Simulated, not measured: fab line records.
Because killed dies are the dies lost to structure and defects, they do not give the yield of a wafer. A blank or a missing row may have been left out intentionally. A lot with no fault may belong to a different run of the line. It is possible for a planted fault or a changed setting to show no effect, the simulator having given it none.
Which tool was responsible?	flow berkeley cmos170	48 wafers from 16 lots sampled at 5 of the route's 331 steps

## WHAT THE GAUGES READ, wafer by wafer
UCB170_SDANNEAL_RS_MEAS_02: the measuring method here is four-point-probe. Usual: PSD_RS gives 75.5 ohm/sq (standard deviation 0.3).
lot	measured	on	PSD_RS (ohm/sq)	flag
L674	day 8 10:55	film metro-02	75.0 75.4 75.0	
L677	day 8 18:34	film metro-04	75.2 75.1 74.9	
L675	day 8 19:19	film metro-02	75.7 75.4 75.4	
L676	day 8 19:52	film metro-03	75.7 75.5 75.6	
L681	day 9 05:01	film metro-04	75.5 75.2 75.4	
L678	day 9 05:13	film metro-02	75.4 76.0 75.7	
L679	day 9 05:40	film metro-03	75.8 75.6 75.5	
L680	day 9 05:50	film metro-04	75.5 75.4 75.2	
L682	day 9 17:52	film metro-04	75.9 75.6 75.7	
L684	day 10 03:55	film metro-04	56.5 56.6 56.5	OFF
L685	day 10 04:16	film metro-02	56.6 56.5 56.5	OFF
L687	day 10 19:52	film metro-03	56.7 56.6 56.5	OFF
L688	day 10 20:08	film metro-02	56.7 57.0 57.0	OFF
L692	day 11 18:59	film metro-04	75.1 75.2 75.1	
L694	day 12 14:52	film metro-04	75.5 75.5 75.8	
L696	day 13 07:56	film metro-02	75.4 75.6 75.6	

UCB170_SDANNEAL_RS_MEAS_03: the measuring method here is four-point-probe. Usual: NSD_RS gives 37.24 ohm/sq (standard deviation 0.064).
lot	measured	on	NSD_RS (ohm/sq)	flag
L674	day 8 11:02	film metro-02	37.21 37.24 37.18	
L677	day 8 18:41	film metro-04	37.25 37.19 37.23	
L675	day 8 19:26	film metro-02	37.28 37.10 37.19	
L676	day 8 19:59	film metro-03	37.28 37.39 37.37	
L681	day 9 05:08	film metro-04	37.26 37.17 37.22	
L678	day 9 05:20	film metro-02	37.34 37.25 37.24	
L679	day 9 05:47	film metro-03	37.16 37.23 37.18	
L680	day 9 05:57	film metro-04	37.23 37.26 37.18	
L682	day 9 17:59	film metro-04	37.26 37.24 37.26	
L684	day 10 04:02	film metro-04	31.33 31.32 31.22	OFF
L685	day 10 04:23	film metro-02	31.33 31.33 31.34	OFF
L687	day 10 19:59	film metro-03	31.28 31.34 31.31	OFF
L688	day 10 20:15	film metro-02	31.29 31.31 31.24	OFF
L692	day 11 19:06	film metro-04	37.29 37.28 37.20	
L694	day 12 14:59	film metro-04	37.39 37.25 37.31	
L696	day 13 08:03	film metro-02	37.28 37.20 37.28	

UCB170_SDANNEAL_RS_MEAS_04: the measuring method here is four-point-probe. Usual: PLDD_RS gives 1031.5 ohm/sq (standard deviation 2.5).
lot	measured	on	PLDD_RS (ohm/sq)	flag
L674	day 8 11:10	film metro-02	1031.2 1033.2 1034.5	
L677	day 8 18:48	film metro-04	1031.0 1032.3 1032.5	
L675	day 8 19:33	film metro-02	1026.7 1030.8 1031.3	
L676	day 8 20:07	film metro-03	1032.8 1032.6 1034.2	
L681	day 9 05:16	film metro-04	1029.8 1030.2 1027.2	
L678	day 9 05:27	film metro-02	1037.7 1036.6 1033.9	
L679	day 9 05:54	film metro-03	1031.2 1030.5 1027.7	
L680	day 9 06:04	film metro-04	1030.2 1030.3 1030.2	
L682	day 9 18:07	film metro-04	1030.8 1031.7 1029.9	
L684	day 10 04:10	film metro-04	963.9 967.7 963.4	OFF
L685	day 10 04:30	film metro-02	969.1 971.9 969.6	OFF
L687	day 10 20:06	film metro-03	968.8 968.5 968.9	OFF
L688	day 10 20:22	film metro-02	967.2 969.9 971.1	OFF
L692	day 11 19:13	film metro-04	1030.8 1030.3 1026.1	
L694	day 12 15:07	film metro-04	1028.9 1026.9 1027.7	
L696	day 13 08:10	film metro-02	1033.4 1031.3 1033.5	

UCB170_SDANNEAL_RS_MEAS_05: the measuring method here is four-point-probe. Usual: NLDD_RS gives 615.7 ohm/sq (standard deviation 1.5).
lot	measured	on	NLDD_RS (ohm/sq)	flag
L674	day 8 11:17	film metro-02	614.3 616.3 614.7	
L677	day 8 18:55	film metro-04	615.0 613.0 615.8	
L675	day 8 19:40	film metro-02	615.4 614.6 617.1	
L676	day 8 20:14	film metro-03	618.5 618.6 616.2	
L681	day 9 05:23	film metro-04	616.8 614.8 614.8	
L678	day 9 05:34	film metro-02	615.1 616.0 616.4	
L679	day 9 06:01	film metro-03	615.6 615.6 613.6	
L680	day 9 06:11	film metro-04	615.1 615.3 615.0	
L682	day 9 18:14	film metro-04	615.0 614.6 612.6	
L684	day 10 04:17	film metro-04	609.5 609.9 609.1	OFF
L685	day 10 04:37	film metro-02	610.9 612.0 612.1	
L687	day 10 20:13	film metro-03	609.9 609.3 609.0	OFF
L688	day 10 20:29	film metro-02	607.4 610.3 608.0	OFF
L692	day 11 19:20	film metro-04	617.2 616.2 616.2	
L694	day 12 15:14	film metro-04	613.1 613.5 614.3	
L696	day 13 08:17	film metro-02	614.9 615.3 615.7	

## WHICH TOOL RAN EACH LOT (tool, then ch and the chambers of the sampled wafers, then the start)
lot	UCB170_SDANNEAL_RTA_01
L674	rtp anneal-02 ch 0, day 8 10:51
L677	rtp anneal-01 ch 0, day 8 18:29
L675	rtp anneal-02 ch 0, day 8 19:15
L676	rtp anneal-02 ch 0, day 8 19:48
L681	rtp anneal-02 ch 0, day 9 04:57
L678	rtp anneal-01 ch 0, day 9 05:09
L679	rtp anneal-02 ch 0, day 9 05:35
L680	rtp anneal-01 ch 0, day 9 05:46
L682	rtp anneal-02 ch 0, day 9 17:48
L684	rtp anneal-02 ch 0, day 10 03:50
L685	rtp anneal-02 ch 0, day 10 04:12
L687	rtp anneal-02 ch 0, day 10 19:47
L688	rtp anneal-02 ch 0, day 10 20:04
L692	rtp anneal-01 ch 0, day 11 18:46
L694	rtp anneal-01 ch 0, day 12 14:49
L696	rtp anneal-02 ch 0, day 13 07:53
- UCB170_SDANNEAL_RTA_01: time 5 s.

## AS READ BY THE TOOLS THEMSELVES (means over the sampled wafers that have a number; for cases with no such wafer, the mark the record gives instead)
UCB170_SDANNEAL_RTA_01. Usual: lamp power pct 34.0 %, standard deviation 0.83; wafer_temp_C_max 1055.4, standard deviation 1.3.
lot	tool	lamp power pct (%)	wafer_temp_C_max	flag
L674	rtp anneal-02	33.3	1056.1	
L677	rtp anneal-01	35.0	1055.3	
L675	rtp anneal-02	33.3	1055.5	
L676	rtp anneal-02	33.3	1055.3	
L681	rtp anneal-02	33.3	1055.2	
L678	rtp anneal-01	35.0	1054.0	
L679	rtp anneal-02	33.3	1055.6	
L680	rtp anneal-01	35.0	1055.1	
L682	rtp anneal-02	33.3	1056.8	
L684	rtp anneal-02	33.3	1056.9	
L685	rtp anneal-02	33.3	1056.4	
L687	rtp anneal-02	33.3	1055.4	
L688	rtp anneal-02	33.3	1055.5	
L692	rtp anneal-01	35.0	1054.3	
L694	rtp anneal-01	35.0	1053.5	
L696	rtp anneal-02	33.3	1056.6	

## THE ANSWER, worked out from the rows above alone
Rule: lot off if the mean of its wafers having a number is beyond 3 standard deviations from the usual mean. Also off: a lot with no number at a reading for which 4 or more lots have one. All remaining lots with rows at the step are treated as sound. The gauges are gone through in route order, then the tools' own readings, and for those a lot's mean is taken as printed above. At the first step where some lot is off, the reading lying furthest off is the one used; lots without a number count as furthest.
Off: at UCB170_SDANNEAL_RS_MEAS_02 (PSD_RS), L684, L685, L687, L688.
A tool fits if, at a process step before that reading, it ran every lot that is off, and no sound lot after the first of them. Gauges at UCB170_SDANNEAL_RS_MEAS_02: tried the same way as those tools. Of those tried, none fits.

## WHAT THE SIMULATOR HAD INSERTED
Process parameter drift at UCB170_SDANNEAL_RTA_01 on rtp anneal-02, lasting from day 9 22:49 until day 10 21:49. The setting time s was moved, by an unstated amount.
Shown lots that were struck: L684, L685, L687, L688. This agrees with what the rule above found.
